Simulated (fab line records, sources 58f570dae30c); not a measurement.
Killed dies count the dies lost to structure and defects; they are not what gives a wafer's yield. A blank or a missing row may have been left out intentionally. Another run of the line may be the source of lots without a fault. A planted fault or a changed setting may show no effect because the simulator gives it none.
Which tool did it? + flow berkeley_cmos170 + 42 wafers from 14 lots sampled at 6 of the route's 331 steps

## WHAT THE GAUGES READ, wafer by wafer
UCB170_PLDD_TW_MEAS_11.
| lot  | measured     | on            | PLDD_TW        |
|------|--------------|---------------|----------------|
| L234 | day 7 07:35  | film_metro-01 | 1032 1025 1031 |
| L235 | day 7 08:04  | film_metro-04 | 1014 1010 1013 |
| L238 | day 7 13:35  | film_metro-04 | 1017 1011 1017 |
| L236 | day 7 13:58  | film_metro-03 | 1016 1017 1019 |
| L237 | day 7 15:08  | film_metro-01 | 1033 1028 1028 |
| L239 | day 9 00:46  | film_metro-01 | 1035 1020 1025 |
| L241 | day 9 01:02  | film_metro-03 | 1013 1015 1014 |
| L243 | day 9 01:47  | film_metro-03 | 1015 1016 1018 |
| L244 | day 10 02:05 | film_metro-01 | 1029 1029 1023 |
| L250 | day 10 21:01 | film_metro-04 | 1003 1002 1003 |
| L253 | day 11 10:34 | film_metro-03 | 1015 1014 1017 |
| L255 | day 12 07:01 | film_metro-03 | 1015 1012 1016 |
| L256 | day 12 07:09 | film_metro-01 | 1023 1022 1030 |
| L257 | day 12 07:34 | film_metro-03 | 1013 1019 1019 |

UCB170_SDANNEAL_RS_MEAS_02: measurement is done with a four-point probe.
| lot  | measured     | on            | PSD_RS (ohm/sq) |
|------|--------------|---------------|-----------------|
| L234 | day 7 20:56  | film_metro-01 | 76.0 75.6 75.5  |
| L235 | day 7 20:18  | film_metro-01 | 75.8 75.8 75.8  |
| L238 | day 8 05:34  | film_metro-03 | 75.3 75.3 75.8  |
| L236 | day 8 06:07  | film_metro-03 | 75.0 75.4 75.2  |
| L237 | day 8 06:17  | film_metro-01 | 75.6 75.4 75.4  |
| L239 | day 9 14:44  | film_metro-04 | 96.6 96.8 96.9  |
| L241 | day 9 15:10  | film_metro-03 | 96.5 96.5 96.6  |
| L243 | day 9 14:56  | film_metro-01 | 75.7 75.4 75.5  |
| L244 | day 10 14:27 | film_metro-04 | 75.8 76.0 76.1  |
| L250 | day 11 13:21 | film_metro-01 | 76.0 75.8 76.0  |
| L253 | day 12 02:22 | film_metro-01 | 76.0 76.0 75.7  |
| L255 | day 12 19:34 | film_metro-01 | 76.3 75.9 76.0  |
| L256 | day 12 20:00 | film_metro-03 | 75.2 75.4 75.5  |
| L257 | day 12 20:22 | film_metro-01 | 75.8 76.2 76.2  |

UCB170_SDANNEAL_RS_MEAS_03: measurement is done with a four-point probe.
| lot  | measured     | on            | NSD_RS (ohm/sq)   |
|------|--------------|---------------|-------------------|
| L234 | day 7 21:04  | film_metro-01 | 37.23 37.25 37.23 |
| L235 | day 7 20:25  | film_metro-01 | 37.43 37.36 37.49 |
| L238 | day 8 05:41  | film_metro-03 | 37.28 37.26 37.35 |
| L236 | day 8 06:14  | film_metro-03 | 37.15 37.11 37.19 |
| L237 | day 8 06:25  | film_metro-01 | 37.40 37.37 37.43 |
| L239 | day 9 14:51  | film_metro-04 | 39.78 39.80 39.82 |
| L241 | day 9 15:17  | film_metro-03 | 39.92 39.82 39.75 |
| L243 | day 9 15:03  | film_metro-01 | 37.31 37.23 37.38 |
| L244 | day 10 14:34 | film_metro-04 | 37.13 37.19 37.21 |
| L250 | day 11 13:28 | film_metro-01 | 37.31 37.35 37.32 |
| L253 | day 12 02:29 | film_metro-01 | 37.17 37.26 37.25 |
| L255 | day 12 19:41 | film_metro-01 | 37.25 37.24 37.32 |
| L256 | day 12 20:07 | film_metro-03 | 37.20 37.23 37.28 |
| L257 | day 12 20:29 | film_metro-01 | 37.33 37.24 37.30 |

UCB170_SDANNEAL_RS_MEAS_04: measurement is done with a four-point probe.
| lot  | measured     | on            | PLDD_RS (ohm/sq)     |
|------|--------------|---------------|----------------------|
| L234 | day 7 21:11  | film_metro-01 | 1029.7 1030.9 1032.5 |
| L235 | day 7 20:32  | film_metro-01 | 1032.1 1033.3 1030.2 |
| L238 | day 8 05:48  | film_metro-03 | 1029.0 1030.5 1028.9 |
| L236 | day 8 06:21  | film_metro-03 | 1027.6 1023.7 1027.9 |
| L237 | day 8 06:32  | film_metro-01 | 1035.2 1033.4 1033.5 |
| L239 | day 9 14:58  | film_metro-04 | 1047.3 1047.1 1048.7 |
| L241 | day 9 15:25  | film_metro-03 | 1052.5 1051.0 1050.4 |
| L243 | day 9 15:10  | film_metro-01 | 1030.5 1028.4 1031.9 |
| L244 | day 10 14:41 | film_metro-04 | 1031.3 1032.7 1030.0 |
| L250 | day 11 13:35 | film_metro-01 | 1034.2 1038.3 1038.6 |
| L253 | day 12 02:36 | film_metro-01 | 1037.7 1032.3 1038.6 |
| L255 | day 12 19:49 | film_metro-01 | 1031.0 1030.1 1034.3 |
| L256 | day 12 20:14 | film_metro-03 | 1032.5 1030.6 1032.2 |
| L257 | day 12 20:37 | film_metro-01 | 1033.2 1031.8 1032.1 |

## TOOL THAT RAN EACH LOT (tool first, then ch and the chambers of the sampled wafers, then the start)
| lot  | UCB170_PLDD_STRIP_10                 | UCB170_SDANNEAL_RTA_01           |
|------|--------------------------------------|----------------------------------|
| L234 | plasma_asher-04 ch 0,1, day 7 07:29  | rtp_anneal-02 ch 0, day 7 20:53  |
| L235 | plasma_asher-02 ch 0,1, day 7 07:58  | rtp_anneal-01 ch 0, day 7 20:11  |
| L238 | plasma_asher-04 ch 0,1, day 7 13:28  | rtp_anneal-02 ch 0, day 8 05:29  |
| L236 | plasma_asher-02 ch 0,1, day 7 13:45  | rtp_anneal-02 ch 0, day 8 06:02  |
| L237 | plasma_asher-01 ch 0, day 7 15:01    | rtp_anneal-01 ch 0, day 8 06:13  |
| L239 | plasma_asher-02 ch 0, day 9 00:40    | rtp_anneal-02 ch 0, day 9 14:40  |
| L241 | plasma_asher-01 ch 0,1, day 9 00:56  | rtp_anneal-02 ch 0, day 9 15:07  |
| L243 | plasma_asher-01 ch 0,1, day 9 01:41  | rtp_anneal-01 ch 0, day 9 14:52  |
| L244 | plasma_asher-01 ch 0,1, day 10 01:59 | rtp_anneal-01 ch 0, day 10 14:23 |
| L250 | plasma_asher-01 ch 0,1, day 10 20:55 | rtp_anneal-01 ch 0, day 11 13:18 |
| L253 | plasma_asher-04 ch 0,1, day 11 10:28 | rtp_anneal-01 ch 0, day 12 02:18 |
| L255 | plasma_asher-01 ch 0,1, day 12 06:55 | rtp_anneal-02 ch 0, day 12 19:30 |
| L256 | plasma_asher-02 ch 0,1, day 12 07:03 | rtp_anneal-01 ch 0, day 12 19:56 |
| L257 | plasma_asher-02 ch 0,1, day 12 07:28 | rtp_anneal-02 ch 0, day 12 20:18 |
- UCB170_PLDD_STRIP_10: strips in O2.
- UCB170_SDANNEAL_RTA_01: time 5 s.

## AS READ BY THE TOOLS THEMSELVES (means over the sampled wafers that have a number; for cases with no such wafer, the mark the record gives instead)
UCB170_PLDD_STRIP_10.
| lot  | tool            | drypump_motor_current_A (A) | oes_product_au (a.u.) | strip_time_to_endpoint_s (s) |
|------|-----------------|-----------------------------|-----------------------|------------------------------|
| L234 | plasma_asher-04 | 5.4                         | 0.734                 | 21.57                        |
| L235 | plasma_asher-02 | 5.3                         | 0.738                 | 21.69                        |
| L238 | plasma_asher-04 | 5.4                         | 0.735                 | 21.79                        |
| L236 | plasma_asher-02 | 5.3                         | 0.732                 | 21.53                        |
| L237 | plasma_asher-01 | 6.2                         | 0.733                 | 21.61                        |
| L239 | plasma_asher-02 | 5.5                         | 0.734                 | 21.68                        |
| L241 | plasma_asher-01 | 5.8                         | 0.732                 | 21.58                        |
| L243 | plasma_asher-01 | 5.8                         | 0.735                 | 21.58                        |
| L244 | plasma_asher-01 | 6.0                         | 0.735                 | 21.70                        |
| L250 | plasma_asher-01 | 5.8                         | 0.735                 | 21.68                        |
| L253 | plasma_asher-04 | 5.7                         | 0.735                 | 21.73                        |
| L255 | plasma_asher-01 | 5.8                         | 0.737                 | 21.61                        |
| L256 | plasma_asher-02 | 5.3                         | 0.735                 | 21.73                        |
| L257 | plasma_asher-02 | 5.3                         | 0.733                 | 21.74                        |

UCB170_SDANNEAL_RTA_01.
| lot  | tool          | lamp_power_pct (%) | wafer_temp_C_max |
|------|---------------|--------------------|------------------|
| L234 | rtp_anneal-02 | 38.4               | 1054.3           |
| L235 | rtp_anneal-01 | 40.8               | 1053.5           |
| L238 | rtp_anneal-02 | 38.3               | 1054.1           |
| L236 | rtp_anneal-02 | 38.3               | 1054.8           |
| L237 | rtp_anneal-01 | 40.8               | 1053.4           |
| L239 | rtp_anneal-02 | 34.7               | 1014.9           |
| L241 | rtp_anneal-02 | 34.7               | 1013.8           |
| L243 | rtp_anneal-01 | 40.8               | 1052.9           |
| L244 | rtp_anneal-01 | 40.7               | 1053.0           |
| L250 | rtp_anneal-01 | 40.7               | 1053.2           |
| L253 | rtp_anneal-01 | 40.8               | 1053.1           |
| L255 | rtp_anneal-02 | 38.4               | 1054.8           |
| L256 | rtp_anneal-01 | 40.8               | 1053.6           |
| L257 | rtp_anneal-02 | 38.3               | 1053.8           |

## THE ANSWER, worked out from the rows above alone
Rule: usual is defined by the lots themselves. The widest of any qualifying gaps counts: lots, ordered by their means at a reading, are off when they make up no more than a third of the lots, leave a main group of 4 or more, and stand apart from it by 3 or more times the standard deviation of that group's means. If all means in a main group match to the digits the tables above print for the reading, that group is not used. A lot without any number at a reading at which 4 lots or more have one is off too. The other lots that the step has rows for count as sound. Order of review: gauges by route order, followed by the tools' own readings, for which a lot's mean as printed above is used. The first step at which some lot is off is used, and at that step the reading that is off furthest; a lot without a number counts as furthest.
Off: L239, L241, at UCB170_SDANNEAL_RS_MEAS_02 (PSD_RS). Mean 75.7 ohm/sq and standard deviation 0.28 in the main group.
A tool fits if, at a process step before that reading, it ran every lot that is off, and no sound lot after the first of them. The gauges at UCB170_SDANNEAL_RS_MEAS_02 aren't tried: what is off there is off at UCB170_SDANNEAL_RTA_01 too, on other tools, and a gauge's error can't cause that. No candidate that was tried fits.

## WHAT HAD BEEN PUT IN BY THE SIMULATOR
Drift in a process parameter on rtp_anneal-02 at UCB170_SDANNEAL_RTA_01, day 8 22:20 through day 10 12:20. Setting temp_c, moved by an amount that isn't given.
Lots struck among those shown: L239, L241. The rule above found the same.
